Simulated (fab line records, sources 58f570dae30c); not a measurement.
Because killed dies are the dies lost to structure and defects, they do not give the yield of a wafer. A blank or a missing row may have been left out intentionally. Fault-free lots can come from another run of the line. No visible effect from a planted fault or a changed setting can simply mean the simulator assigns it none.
8D (eight disciplines) problem report, filled in by code | flow berkeleyCmos170 | the parts of the form that need people (team, actions taken, sign-off) are left out

1. WHAT IS WRONG
Across 6 wafers from 2 lots, M3_AL_RS at UCB170_M3_RS_MEAS_02 averages 0.0297 ohm/sq, while fault-free wafers read 0.0322 ohm/sq with a standard deviation of 0.00037. Measured from the usual mean, that is -6.8 standard deviations.
The step: measures by four-point-probe.
Seen first at day 11 02:35 on filmMetro-03, wafer L593.4. At this step, 42 wafers from 14 lots have a number in the record. The rule behind "out" and "out of limits": a value lying over 4 standard deviations away from the usual mean. The rest of the wafers with a number are treated as sound.

2. WHAT IT IS AND WHAT IT IS NOT
question                    | is                     | is not
which readings at this step | M3_AL_RS               | -
which lots                  | L593, L594             | L580, L582, L584, L585, L586, L587, L588, L590, L591, L592, L595, L602
which wafers of those lots  | all that have a number | -
read on which gauges        | filmMetro-03           | filmMetro-01, filmMetro-02
when                        | from day 11 02:35      | up to then (30 sound wafers); but 6 sound wafers of L595, L602 came after

3. SUSPECTS, AND WHAT RULES EACH OUT
Counting: a tool at a process step up to the reading stays a suspect if it ran every lot that is out and no sound lot after the first of them.
- ruled out: the gauge at UCB170_M3_RS_MEAS_02. All the wafers that are out were read on filmMetro-03, but those of them that UCB170_M3_SPUTTER_01 has rows for are out there too, on other tools.
- pvdSputter-02 at UCB170_M3_SPUTTER_01 (material Al, target thk 900 nm, time 120 s): kept. It ran every lot that is out, first L593 (day 11 02:23), and no sound lot after that; its last sound lot up to then is L592 (day 10 11:20). Its own readings are out on those wafers: cathodeDcPowerW.
The count leaves pvdSputter-02 at UCB170_M3_SPUTTER_01.

4. THE CAUSE (what the simulator had put in)
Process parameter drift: pvdSputter-02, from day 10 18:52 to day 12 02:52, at UCB170_M3_SPUTTER_01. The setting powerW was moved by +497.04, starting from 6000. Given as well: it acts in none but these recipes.
The count eliminated every tool but this one.

5. THE CHAIN OF EFFECTS, in route order
Rows list readings where the struck wafers' mean (over those with a number) sits beyond 3 standard deviations from the usual. Only readings whose record carries a usual standard deviation are examined. hours: median over the lots of the time between each lot's start at the first step of this table that gives one and its start at this step. sigmas: the change, counted in usual standard deviations.
hours | step                  | reading         | usual         | on struck wafers | change  | sigmas
0     | UCB170_M3_SPUTTER_01  | cathodeDcPowerW | 6000.1 W      | 6496.8           | +496.7  | +99 or more
0     | UCB170_M3_RS_MEAS_02  | M3_AL_RS        | 0.0322 ohm/sq | 0.0297           | -0.0025 | -6.8
0     | UCB170_M3_THK_MEAS_03 | M3_AL_THK       | 907 nm        | 979              | +72     | +6.5
Process steps it contains:
- UCB170_M3_SPUTTER_01: material Al, target thk 900 nm, time 120 s.

6. HOW IT WOULD HAVE BEEN CAUGHT EARLIER
Counted from the fault's start at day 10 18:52, it took 8 hours until the first out-of-limits reading at a measuring or inspecting step in this record, taken at day 11 02:35.
Tool's own readings at UCB170_M3_SPUTTER_01, cathodeDcPowerW: out on all struck wafers the step has rows for; an alarm limit on them would have tripped on the first.
L594, from the lots that are out (2), started UCB170_M3_SPUTTER_01 on pvdSputter-02 later than day 11 02:35. A hold on the tool at that time would have spared it.
